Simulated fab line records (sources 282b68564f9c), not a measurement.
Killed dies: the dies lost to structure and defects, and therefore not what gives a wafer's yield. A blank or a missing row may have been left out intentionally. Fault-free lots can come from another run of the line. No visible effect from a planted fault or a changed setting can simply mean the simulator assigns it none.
fab line records + flow rit_cmos
[record]
- lots = 6
- wafers = 18
- last_day = 7
route steps=202 shown M1@184
lots that met no fault: taken from a fault-free run of the same line
start_h: start of the lot's first displayed wafer, in hours after the record's first day + wait_h: time in hours since the lot's previous step + " identical to the entry in the row above + L1.1+2: several wafers, shown together as one row + - either no value or no given start + * or withheld: withheld + < > ~ a bound
route shown NAME@n: NAME is a module with steps in the file, n the number in the route of the first one + usual: the fault-free wafers' mean and standard deviation + same: alike in all rows + chamber/n: place in a boat + sites: readings site by site + _std_site: their standard deviation + _edge_site: inner sites' mean taken away from outer sites' mean + radius_mm: how far each site lies from the wafer's centre + mask NAME#n: copy n + behind: the most recent tool/chamber to have shaped the wafer + hold: the reason the lot was held/the length of the hold in hours/how it ended + device: the n, p or np transistor that did not switch + end of line: tests of these same wafers at the route's end + step lacking rows: just its recipe + killed: dies that structure and defects cost at the first sort, which is not the same as the wafer's yield + map: a wafer's dies, marking killed ones x, the rest . and places with no die _
set.NAME: the setting that was run; set.NAME@STEP: the one run at that earlier step + model.NAME: the simulator's own value behind a step, which no gauge read
lots at some steps of the route; a table a step, a row a wafer
services: the hour from which a tool's chamber was out of use, counted from the record's first day as start_h (under 0 if before that day), plus the number of hours and why
[[steps]]
[step RIT_M1_SPUTTER_00]
[recipe]
- material = Al
- target_thk_nm = 400
- power_w = 2000
- chamber_pressure_pa = 0.4
- gas = Ar
- time_s = 500
- substrate_temp_c = 25
[usual]
- chamber_pressure_pa = 0.4000/0.00082
- throttle_valve_pct = 30.1/0.65
| lot.wafer | tool           | chamber | start_h | wait_h | chamber_pressure_pa | throttle_valve_pct |
|-----------|----------------|---------|---------|--------|---------------------|--------------------|
| L191.3    | pvd_sputter-04 | -       | 64.24   | 0.0    | 0.4004              | 30.8               |
| L191.4    | "              | -       | "       | "      | 0.3999              | 29.6               |
| L191.6    | "              | -       | "       | "      | 0.4012              | 29.8               |
| L192.2    | pvd_sputter-02 | -       | 67.81   | 0.0    | 0.4004              | 29.9               |
| L192.5    | "              | -       | "       | "      | 0.4002              | 30.0               |
| L192.6    | "              | -       | "       | "      | 0.3998              | 30.1               |
| L196.3    | pvd_sputter-02 | -       | 88.10   | 0.0    | 0.4003              | 30.0               |
| L196.4    | "              | -       | "       | "      | 0.3998              | 30.0               |
| L196.6    | "              | -       | "       | "      | 0.3997              | 29.8               |
| L197.3    | pvd_sputter-04 | -       | 93.96   | 0.0    | 0.4003              | 31.6               |
| L197.4    | "              | -       | "       | "      | 0.4004              | 29.6               |
| L197.6    | "              | -       | "       | "      | 0.3991              | 31.1               |
| L207.1    | pvd_sputter-01 | -       | 149.01  | 0.0    | 0.4006              | 27.7               |
| L207.4    | "              | -       | "       | "      | 0.4004              | 30.5               |
| L207.6    | "              | -       | "       | "      | 0.4010              | 27.6               |
| L209.1    | pvd_sputter-04 | -       | 153.10  | 0.0    | 0.4020              | 30.0               |
| L209.2    | "              | -       | "       | "      | 0.3994              | 30.9               |
| L209.3    | "              | -       | "       | "      | 0.4003              | 30.9               |
[step RIT_M1_RS_MEAS_01]
[recipe]
- thk_meas_gauge = four-point-probe
- reads = Al_of_M1_SPUTTER_00
[usual]
- M1_AL_RS = 0.0733/0.00061
| lot.wafer | tool          | chamber | start_h | wait_h | M1_AL_RS[ohm/sq] |
|-----------|---------------|---------|---------|--------|------------------|
| L191.3    | film_metro-04 | -       | 64.57   | 0.2    | 0.0729           |
| L191.4    | "             | -       | "       | "      | 0.0736           |
| L191.6    | "             | -       | "       | "      | 0.0731           |
| L192.2    | film_metro-04 | -       | 68.13   | 0.2    | 0.0731           |
| L192.5    | "             | -       | "       | "      | 0.0734           |
| L192.6    | "             | -       | "       | "      | 0.0737           |
| L196.3    | film_metro-03 | -       | 88.43   | 0.2    | 0.0735           |
| L196.4    | "             | -       | "       | "      | 0.0734           |
| L196.6    | "             | -       | "       | "      | 0.0736           |
| L197.3    | film_metro-03 | -       | 94.29   | 0.2    | 0.0731           |
| L197.4    | "             | -       | "       | "      | 0.0739           |
| L197.6    | "             | -       | "       | "      | 0.0736           |
| L207.1    | film_metro-02 | -       | 149.30  | 0.1    | 0.0754           |
| L207.4    | "             | -       | "       | "      | 0.0754           |
| L207.6    | "             | -       | "       | "      | 0.0751           |
| L209.1    | film_metro-04 | -       | 153.40  | 0.1    | 0.0727           |
| L209.2    | "             | -       | "       | "      | 0.0726           |
| L209.3    | "             | -       | "       | "      | 0.0727           |
[step RIT_M1_THK_MEAS_02]
[recipe]
- thk_meas_gauge = xrf
- reads = Al_of_M1_SPUTTER_00
[usual]
- M1_AL_THK = 397/4
| lot.wafer | tool          | chamber | start_h | wait_h | M1_AL_THK[nm] |
|-----------|---------------|---------|---------|--------|---------------|
| L191.3    | film_metro-04 | -       | 64.67   | 0.1    | 398           |
| L191.4    | "             | -       | "       | "      | 397           |
| L191.6    | "             | -       | "       | "      | 397           |
| L192.2    | film_metro-04 | -       | 68.24   | 0.1    | 399           |
| L192.5    | "             | -       | "       | "      | 394           |
| L192.6    | "             | -       | "       | "      | 394           |
| L196.3    | film_metro-03 | -       | 88.53   | 0.1    | 392           |
| L196.4    | "             | -       | "       | "      | 391           |
| L196.6    | "             | -       | "       | "      | 392           |
| L197.3    | film_metro-03 | -       | 94.39   | 0.1    | 393           |
| L197.4    | "             | -       | "       | "      | 391           |
| L197.6    | "             | -       | "       | "      | 392           |
| L207.1    | film_metro-02 | -       | 149.42  | 0.1    | 386           |
| L207.4    | "             | -       | "       | "      | 386           |
| L207.6    | "             | -       | "       | "      | 388           |
| L209.1    | film_metro-04 | -       | 153.52  | 0.1    | 398           |
| L209.2    | "             | -       | "       | "      | 402           |
| L209.3    | "             | -       | "       | "      | 402           |
[step RIT_M1_HMDS_03]
[recipe]
- prime_time_s = 60
- prime_temp_c = 140
[step RIT_M1_COAT_04]
[recipe]
- resist = NOVOLAK
- spin_rpm = 2000
- resist_thk_nm = 1300
[step RIT_M1_SOFTBAKE_05]
[recipe]
- resist = NOVOLAK
- temp_c = 90
- time_s = 60
[step RIT_M1_EXPOSE_06]
[recipe]
- mask_id = M12
- na = 0.6
- source_shape = conventional
- sigma_outer = 0.5
- target_cd_nm = 2600
- dose_mj = 250
[step RIT_M1_PEB_07]
[recipe]
- resist = NOVOLAK
- temp_c = withheld
- time_s = withheld
[step RIT_M1_DEVELOP_08]
[recipe]
- resist = NOVOLAK
- develop_time_s = 68.94
- dev_temp_c = 23
[step RIT_M1_CD_MEAS_09]
[recipe]
- target_cd_nm = 2600
[usual]
- cd_nm = 2600.4/2.4
| lot.wafer | tool      | chamber | start_h | wait_h | cd_nm  |
|-----------|-----------|---------|---------|--------|--------|
| L191.3    | cd_sem-02 | -       | 65.71   | -      | 2601.0 |
| L191.4    | "         | -       | "       | "      | 2601.4 |
| L191.6    | "         | -       | "       | "      | 2600.6 |
| L192.2    | cd_sem-02 | -       | 69.37   | -      | 2603.2 |
| L192.5    | "         | -       | "       | "      | 2601.5 |
| L192.6    | "         | -       | "       | "      | 2599.5 |
| L196.3    | cd_sem-02 | -       | 89.49   | -      | 2600.4 |
| L196.4    | "         | -       | "       | "      | 2601.8 |
| L196.6    | "         | -       | "       | "      | 2599.4 |
| L197.3    | cd_sem-01 | -       | 95.48   | -      | 2594.5 |
| L197.4    | "         | -       | "       | "      | 2598.3 |
| L197.6    | "         | -       | "       | "      | 2596.4 |
| L207.1    | cd_sem-01 | -       | 150.36  | -      | 2599.7 |
| L207.4    | "         | -       | "       | "      | 2601.2 |
| L207.6    | "         | -       | "       | "      | 2602.0 |
| L209.1    | cd_sem-02 | -       | 154.58  | -      | 2605.7 |
| L209.2    | "         | -       | "       | "      | 2604.5 |
| L209.3    | "         | -       | "       | "      | 2605.6 |
[step RIT_M1_OVL_MEAS_10]
[usual]
- M1_OVL = 0.1/1.6
| lot.wafer | tool       | chamber | start_h | wait_h | M1_OVL[nm] |
|-----------|------------|---------|---------|--------|------------|
| L191.3    | overlay-02 | -       | 65.80   | 0.1    | 2.6        |
| L191.4    | "          | -       | "       | "      | 1.5        |
| L191.6    | "          | -       | "       | "      | 1.7        |
| L192.2    | overlay-01 | -       | 69.48   | 0.1    | -0.5       |
| L192.5    | "          | -       | "       | "      | -1.1       |
| L192.6    | "          | -       | "       | "      | -1.8       |
| L196.3    | overlay-01 | -       | 89.59   | 0.1    | 1.0        |
| L196.4    | "          | -       | "       | "      | -0.9       |
| L196.6    | "          | -       | "       | "      | -1.0       |
| L197.3    | overlay-02 | -       | 95.57   | 0.1    | 0.6        |
| L197.4    | "          | -       | "       | "      | 0.9        |
| L197.6    | "          | -       | "       | "      | 0.0        |
| L207.1    | overlay-01 | -       | 150.48  | 0.1    | 1.5        |
| L207.4    | "          | -       | "       | "      | 0.9        |
| L207.6    | "          | -       | "       | "      | 2.6        |
| L209.1    | overlay-02 | -       | 154.70  | 0.1    | 1.3        |
| L209.2    | "          | -       | "       | "      | 1.1        |
| L209.3    | "          | -       | "       | "      | 2.8        |
[step RIT_M1_HARDBAKE_11]
[recipe]
- resist = NOVOLAK
- temp_c = 140
- time_s = 120
[step RIT_M1_METAL_ETCH_12]
[recipe]
- stop_on = SiO2
- chemistry = Cl2/BCl3
- target = Al
- time_s = 165
- over_etch_frac = 0.5
- pressure_mtorr = 100
- target_depth_a = 6000
- rf_w = 250
- Cl2_flow_sccm = 60
- bcl3_flow_sccm = 50
[usual]
- drypump_motor_current_A = 5.86/0.29
- oes_product_au = 0.786/0.013
- run_length_s = 193.3/0.36
- throttle_valve_pct = 8.25/0.13
| lot.wafer | tool         | chamber | start_h | wait_h | drypump_motor_current_A | oes_product_au | rf_hours_counter_h | run_length_s | throttle_valve_pct | model.NOVOLAK_of_M1_COAT_04.thk_nm | model.SiO2_of_CONTACT_CVD_00.thk_nm | model.M1.feature_depth_nm |
|-----------|--------------|---------|---------|--------|-------------------------|----------------|--------------------|--------------|--------------------|------------------------------------|-------------------------------------|---------------------------|
| L191.3    | rie_metal-04 | 0       | 66.13   | 0.2    | 5.89                    | 0.762          | -                  | 193.0        | 8.39               | 809.1                              | 370.7                               | 433.6                     |
| L191.4    | "            | 1       | "       | "      | 6.18                    | 0.780          | -                  | 193.3        | 8.38               | 802.4                              | 373.3                               | 430.5                     |
| L191.6    | "            | 1       | "       | "      | 6.18                    | 0.788          | -                  | 193.8        | 8.39               | 800.4                              | 373.7                               | 433.5                     |
| L192.2    | rie_metal-01 | 0       | 69.76   | 0.2    | 5.93                    | 0.806          | 3                  | 192.7        | 8.13               | 807.9                              | 365                                 | 433.7                     |
| L192.5    | "            | 1       | "       | "      | 5.60                    | 0.776          | -                  | 193.3        | 8.20               | 812                                | 367                                 | 431.4                     |
| L192.6    | "            | 0       | "       | "      | 5.94                    | 0.799          | -                  | 192.8        | 8.12               | 808.3                              | 370.2                               | 429.9                     |
| L196.3    | rie_metal-02 | 1       | 89.97   | 0.2    | 6.06                    | 0.777          | -                  | 193.5        | 8.35               | 809.9                              | 369.4                               | 432.2                     |
| L196.4    | "            | 1       | "       | "      | 6.11                    | 0.778          | -                  | 193.5        | 8.35               | 807.5                              | 370.5                               | 432.2                     |
| L196.6    | "            | 1       | "       | "      | 6.09                    | 0.779          | -                  | 193.2        | 8.35               | 805.7                              | 372.6                               | 431.4                     |
| L197.3    | rie_metal-04 | 0       | 95.90   | 0.2    | 5.86                    | 0.767          | -                  | 193.2        | 8.38               | 802.1                              | 371.1                               | 433.9                     |
| L197.4    | "            | 1       | "       | "      | 6.19                    | 0.784          | -                  | 193.4        | 8.39               | 789.6                              | 368.7                               | 430.8                     |
| L197.6    | "            | 1       | "       | "      | 6.19                    | 0.782          | -                  | 193.2        | 8.37               | 791.3                              | 376.4                               | 431.9                     |
| L207.1    | rie_metal-02 | 1       | 150.77  | 0.2    | 6.06                    | 0.987          | 3                  | 152.2        | 8.29               | 898.6                              | 369.3                               | 414.5                     |
| L207.4    | "            | 0       | "       | "      | 5.18                    | 0.788          | -                  | 193.3        | 8.04               | 817.3                              | 366.9                               | 422.4                     |
| L207.6    | "            | 1       | "       | "      | 6.07                    | 0.996          | -                  | 152.3        | 8.32               | 894.5                              | 374.3                               | 415.8                     |
| L209.1    | rie_metal-02 | 1       | 154.99  | 0.2    | 6.08                    | 0.993          | 3                  | 152.2        | 8.31               | 894.6                              | 372.9                               | 426.2                     |
| L209.2    | "            | 0       | "       | "      | 5.20                    | 0.808          | 1                  | 193.3        | 8.04               | 806.9                              | 364.6                               | 436.1                     |
| L209.3    | "            | 0       | "       | "      | 5.24                    | 0.805          | -                  | 193.5        | 8.05               | 805.1                              | 375.4                               | 435.8                     |
[step RIT_M1_STRIP_13]
[recipe]
- chemistry = nmp
- resist = NOVOLAK
- temp_c = 80
- time_s = 600
- dry = n2_spin
[step RIT_M1_STRIP_14]
[recipe]
- chemistry = O2
- time_s = 184.4
- platen_temp_c = withheld
- power_w = 500
- pressure_mtorr = 4000
- o2_flow_sccm = 4000
[usual]
- drypump_motor_current_A = 5.8/0.51
| lot.wafer | tool            | chamber | start_h | wait_h | drypump_motor_current_A | rf_hours_counter_h |
|-----------|-----------------|---------|---------|--------|-------------------------|--------------------|
| L191.3    | plasma_asher-03 | 0       | 66.47   | 0.1    | 5.8                     | -                  |
| L191.4    | "               | 1       | "       | "      | 6.0                     | -                  |
| L191.6    | "               | 1       | "       | "      | 6.1                     | -                  |
| L192.2    | plasma_asher-02 | 0       | 70.11   | 0.0    | 5.7                     | 29                 |
| L192.5    | "               | 1       | "       | "      | 4.7                     | -                  |
| L192.6    | "               | 0       | "       | "      | 5.7                     | -                  |
| L196.3    | plasma_asher-01 | 1       | 90.43   | 0.1    | 6.1                     | -                  |
| L196.4    | "               | 0       | "       | "      | 6.4                     | -                  |
| L196.6    | "               | 1       | "       | "      | 6.0                     | -                  |
| L197.3    | plasma_asher-01 | 1       | 96.24   | 0.1    | 6.1                     | -                  |
| L197.4    | "               | 0       | "       | "      | 6.3                     | -                  |
| L197.6    | "               | 1       | "       | "      | 6.0                     | -                  |
| L207.1    | plasma_asher-02 | 1       | 151.11  | 0.0    | 4.7                     | 38                 |
| L207.4    | "               | 1       | "       | "      | 4.7                     | -                  |
| L207.6    | "               | 0       | "       | "      | 5.8                     | -                  |
| L209.1    | plasma_asher-03 | 1       | 155.33  | 0.0    | 6.0                     | 53                 |
| L209.2    | "               | 0       | "       | "      | 5.9                     | 53                 |
| L209.3    | "               | 0       | "       | "      | 5.9                     | -                  |
[step RIT_M1_CD_MEAS_90]
[recipe]
- target_cd_nm = 2600
[usual]
- cd_nm = 2600.7/2.6
| lot.wafer | tool      | chamber | start_h | wait_h | cd_nm  |
|-----------|-----------|---------|---------|--------|--------|
| L191.3    | cd_sem-01 | -       | 66.62   | 0.1    | 2600.1 |
| L191.4    | "         | -       | "       | "      | 2601.6 |
| L191.6    | "         | -       | "       | "      | 2599.9 |
| L192.2    | cd_sem-01 | -       | 70.31   | 0.1    | 2602.2 |
| L192.5    | "         | -       | "       | "      | 2602.2 |
| L192.6    | "         | -       | "       | "      | 2598.9 |
| L196.3    | cd_sem-02 | -       | 90.59   | 0.1    | 2601.9 |
| L196.4    | "         | -       | "       | "      | 2602.8 |
| L196.6    | "         | -       | "       | "      | 2600.6 |
| L197.3    | cd_sem-01 | -       | 96.40   | 0.1    | 2594.5 |
| L197.4    | "         | -       | "       | "      | 2599.1 |
| L197.6    | "         | -       | "       | "      | 2597.0 |
| L207.1    | cd_sem-01 | -       | 151.28  | 0.1    | 2606.3 |
| L207.4    | "         | -       | "       | "      | 2600.7 |
| L207.6    | "         | -       | "       | "      | 2608.4 |
| L209.1    | cd_sem-02 | -       | 155.50  | 0.1    | 2612.4 |
| L209.2    | "         | -       | "       | "      | 2605.3 |
| L209.3    | "         | -       | "       | "      | 2604.7 |
[step RIT_M1_ANNEAL_15]
[recipe]
- temp_c = 450
- time_s = 1800
- ambient = forming_gas_H2N2
[step RIT_M1_PROBE_99]
[usual]
- defect_limited_yield = 97.4/1.2
- killed_at_M0_to_M3 = 0.0/0.12
- killed_at_contacts = 0.1/0.24
- killed_at_front_end = 7/3.1
- killed_dies = 7/3.1
- killed_open = 3.6/2.1
- killed_short = 3.2/2
[same]
- gross_dies = 264
- killed_at_M4_up = 0
- killed_at_back_side = 0
- killed_at_other = 0
| lot.wafer | tool      | chamber | start_h | wait_h | defect_limited_yield[%] | killed_at_M0_to_M3 | killed_at_contacts | killed_at_front_end | killed_dies | killed_open | killed_short | model.etest.tester.sort_n_pass | model.etest.tester.sort_yield_pct | model.etest.m1_comb_over_steps.leak_log10_a_um | model.etest.ring.quiet_log10_a | model.etest.antenna_m1.vt_shift_v |
|-----------|-----------|---------|---------|--------|-------------------------|--------------------|--------------------|---------------------|-------------|-------------|--------------|--------------------------------|-----------------------------------|------------------------------------------------|--------------------------------|-----------------------------------|
| L191.3    | prober-02 | -       | 69.46   | 0.2    | 96.6                    | 1                  | 0                  | 8                   | 9           | 3           | 6            | 255                            | 96.59                             | -12.75                                         | -7.641                         | -0.0113                           |
| L191.4    | prober-02 | -       | 69.51   | 0.2    | 96.6                    | 0                  | 0                  | 9                   | 9           | 6           | 3            | 255                            | 96.59                             | -12.86                                         | -7.381                         | -0.01133                          |
| L191.6    | prober-02 | -       | 69.61   | 0.2    | 95.8                    | 0                  | 0                  | 11                  | 11          | 4           | 7            | 253                            | 95.83                             | -12.7                                          | -7.499                         | -0.00965                          |
| L192.2    | prober-01 | -       | 72.08   | 0.1    | 97.0                    | 0                  | 1                  | 7                   | 8           | 6           | 2            | 256                            | 96.97                             | -12.77                                         | -7.947                         | -0.01076                          |
| L192.5    | prober-01 | -       | 72.23   | 0.2    | 96.2                    | 0                  | 0                  | 10                  | 10          | 7           | 3            | 254                            | 96.21                             | -12.73                                         | -7.686                         | -0.01172                          |
| L192.6    | prober-01 | -       | 72.28   | 0.2    | 97.0                    | 0                  | 0                  | 8                   | 8           | 2           | 6            | 256                            | 96.97                             | -12.69                                         | -7.77                          | -0.0138                           |
| L196.3    | prober-01 | -       | 95.23   | 0.2    | 97.3                    | 0                  | 0                  | 7                   | 7           | 4           | 3            | 257                            | 97.35                             | -12.84                                         | -7.657                         | -0.01264                          |
| L196.4    | prober-01 | -       | 95.28   | 0.2    | 98.1                    | 0                  | 0                  | 5                   | 5           | 4           | 1            | 259                            | 98.11                             | -12.81                                         | -7.997                         | -0.009278                         |
| L196.6    | prober-01 | -       | 95.38   | 0.2    | 97.7                    | 0                  | 0                  | 6                   | 6           | 3           | 3            | 258                            | 97.73                             | -12.77                                         | -7.861                         | -0.009611                         |
| L197.3    | prober-02 | -       | 98.20   | 0.2    | 99.2                    | 0                  | 0                  | 2                   | 2           | 1           | 1            | 262                            | 99.24                             | -12.83                                         | -8.295                         | -0.00811                          |
| L197.4    | prober-02 | -       | 98.25   | 0.2    | 100.0                   | 0                  | 0                  | 0                   | 0           | 0           | 0            | 264                            | 100                               | -12.8                                          | -8.399                         | -0.01358                          |
| L197.6    | prober-02 | -       | 98.35   | 0.2    | 98.9                    | 0                  | 0                  | 3                   | 3           | 1           | 2            | 261                            | 98.86                             | -12.82                                         | -8.476                         | -0.01464                          |
| L207.1    | prober-02 | -       | 153.02  | 0.1    | 97.0                    | 0                  | 0                  | 8                   | 8           | 5           | 3            | 110                            | 41.67                             | -9.775                                         | -7.726                         | -0.001179                         |
| L207.4    | prober-02 | -       | 153.17  | 0.2    | 98.5                    | 0                  | 1                  | 3                   | 4           | 3           | 1            | 260                            | 98.48                             | -12.71                                         | -8.113                         | -0.0132                           |
| L207.6    | prober-02 | -       | 153.27  | 0.2    | 97.3                    | 0                  | 1                  | 6                   | 7           | 4           | 3            | 79                             | 29.92                             | -9.644                                         | -7.582                         | -0.001386                         |
| L209.1    | prober-02 | -       | 157.48  | 0.1    | 98.1                    | 0                  | 0                  | 5                   | 5           | 3           | 2            | 0                              | 0                                 | -7.781                                         | -5.788                         | -0.003669                         |
| L209.2    | prober-02 | -       | 157.53  | 0.1    | 97.7                    | 0                  | 0                  | 6                   | 6           | 2           | 4            | 258                            | 97.73                             | -12.69                                         | -7.827                         | -0.01075                          |
| L209.3    | prober-02 | -       | 157.58  | 0.2    | 95.5                    | 0                  | 0                  | 12                  | 12          | 6           | 6            | 252                            | 95.45                             | -12.85                                         | -7.613                         | -0.01262                          |
// killed by level:class
L191.3 GATE:geometric_particle:short=2 GATE:geometric_particle:open=2 REOX:geometric_particle:short=1 SPACER:geometric_particle:short=1 SILICIDE:geometric_particle:short=1 SILICIDE:geometric_particle:open=1 M1:geometric_particle:short=1
L191.4 SPACER:geometric_particle:short=3 SILICIDE:geometric_particle:open=3 FOX2:geometric_particle:open=2 GATE:geometric_particle:open=1
L191.6 GATE:geometric_particle:short=4 GATE:geometric_particle:open=4 FOX1:geometric_particle:short=1 FOX2:geometric_particle:short=1 SILICIDE:geometric_particle:short=1
L192.2 FOX1:geometric_particle:open=2 GATE:geometric_particle:open=2 REOX:geometric_particle:open=1 REOX:geometric_particle:short=1 SPACER:geometric_particle:open=1 CONTACT:geometric_particle:short=1
L192.5 FOX1:geometric_particle:open=3 GATE:geometric_particle:open=3 FOX1:geometric_particle:short=2 REOX:geometric_particle:short=1 SPACER:geometric_particle:open=1
L192.6 FOX1:geometric_particle:short=2 GATE:geometric_particle:short=2 FOX1:geometric_particle:open=1 SPACER:geometric_particle:short=1 SPACER:geometric_particle:open=1 SILICIDE:geometric_particle:short=1
L196.3 GATE:geometric_particle:short=3 FOX2:geometric_particle:open=2 SPACER:geometric_particle:open=1 SILICIDE:geometric_particle:open=1
L196.4 GATE:geometric_particle:open=2 FOX1:geometric_particle:short=1 REOX:geometric_particle:open=1 SPACER:geometric_particle:open=1
L196.6 GATE:geometric_particle:open=2 GATE:geometric_particle:short=2 REOX:geometric_particle:short=1 SPACER:geometric_particle:open=1
L197.3 GATE:geometric_particle:short=1 SILICIDE:geometric_particle:open=1
L197.6 GATE:geometric_particle:short=1 REOX:geometric_particle:short=1 SPACER:geometric_particle:open=1
L207.1 REOX:geometric_particle:open=3 GATE:geometric_particle:short=2 FOX1:geometric_particle:open=1 GATE:geometric_particle:open=1 SILICIDE:geometric_particle:short=1
L207.4 REOX:geometric_particle:open=2 FOX1:geometric_particle:short=1 CONTACT:geometric_particle:open=1
L207.6 FOX1:geometric_particle:short=1 FOX1:geometric_particle:open=1 GATE:geometric_particle:short=1 SPACER:geometric_particle:open=1 REOX:geometric_particle:open=1 SILICIDE:geometric_particle:short=1 CONTACT:geometric_particle:open=1
L209.1 GATE:geometric_particle:open=2 GATE:geometric_particle:short=1 REOX:geometric_particle:short=1 SILICIDE:geometric_particle:open=1
L209.2 FOX2:geometric_particle:short=2 FOX2:geometric_particle:open=1 GATE:geometric_particle:open=1 REOX:geometric_particle:short=1 SPACER:geometric_particle:short=1
L209.3 FOX1:geometric_particle:open=3 REOX:geometric_particle:short=3 GATE:geometric_particle:open=2 FOX1:geometric_particle:short=1 REOX:geometric_particle:open=1 SPACER:geometric_particle:short=1 SILICIDE:geometric_particle:short=1
[[services]]
| tool            | chamber | start_h | hours | kind       |
|-----------------|---------|---------|-------|------------|
| plasma_asher-03 | -       | 45.88   | 4.0   | pm         |
| pvd_sputter-04  | -       | 46.02   | 2.9   | repair     |
| pvd_sputter-02  | -       | 60.27   | 3.0   | repair     |
| rie_metal-01    | 1       | 108.50  | 3.6   | repair     |
| plasma_asher-03 | -       | 108.71  | 1.9   | repair     |
| plasma_asher-01 | -       | 108.75  | 9.0   | pm         |
| plasma_asher-01 | 0       | 108.75  | 9.0   | vent_cycle |
| plasma_asher-01 | 1       | 108.75  | 9.0   | vent_cycle |
| rie_metal-04    | 1       | 111.21  | 1.0   | repair     |
| plasma_asher-01 | -       | 115.26  | 0.9   | repair     |
| rie_metal-04    | -       | 116.70  | 0.2   | repair     |
| plasma_asher-01 | 0       | 117.75  | -     | clean      |
| plasma_asher-01 | 1       | 117.75  | -     | clean      |
| plasma_asher-03 | -       | 130.36  | 2.8   | pm         |
| rie_metal-04    | -       | 136.12  | 20.0  | pm         |
| rie_metal-04    | 0       | 136.12  | 20.0  | vent_cycle |
| rie_metal-04    | 1       | 136.12  | 20.0  | vent_cycle |
[[key]]
[first_sign]
- step = RIT_M1_METAL_ETCH_12
- reading = run_length_s
- direction = down
- sigmas = 99+
- usual = *
- struck = *
[effect]
- step = RIT_M1_METAL_ETCH_12
- reading = oes_product_au
- direction = up
- sigmas = 15
- usual = 0.786
- struck = 0.992
[effect]
- step = RIT_M1_CD_MEAS_90
- reading = cd_nm
- direction = up
- sigmas = 3.2
- usual = 2600.7
- struck = 2609.0
[model_effect]
- step = RIT_M1_METAL_ETCH_12
- value = NOVOLAK_of_M1_COAT_04.thk_nm
- without = 814.5
- struck = 895.9
[model_effect]
- step = RIT_M1_PROBE_99
- value = etest.tester.sort_n_pass
- without = 257.3
- struck = 63
met_at RIT_M1_METAL_ETCH_12
struck_wafers L207.1,L207.6,L209.1
onset_between 89.97 150.77
[fault]
- kind = process_parameter_drift
- tool = rie_metal-02
- chamber = 1
- onset_h = 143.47
- steps = RIT_M1_METAL_ETCH_12
- channel = time_s
- offset = *
- shape = step
- end_h = 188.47
- stated = *
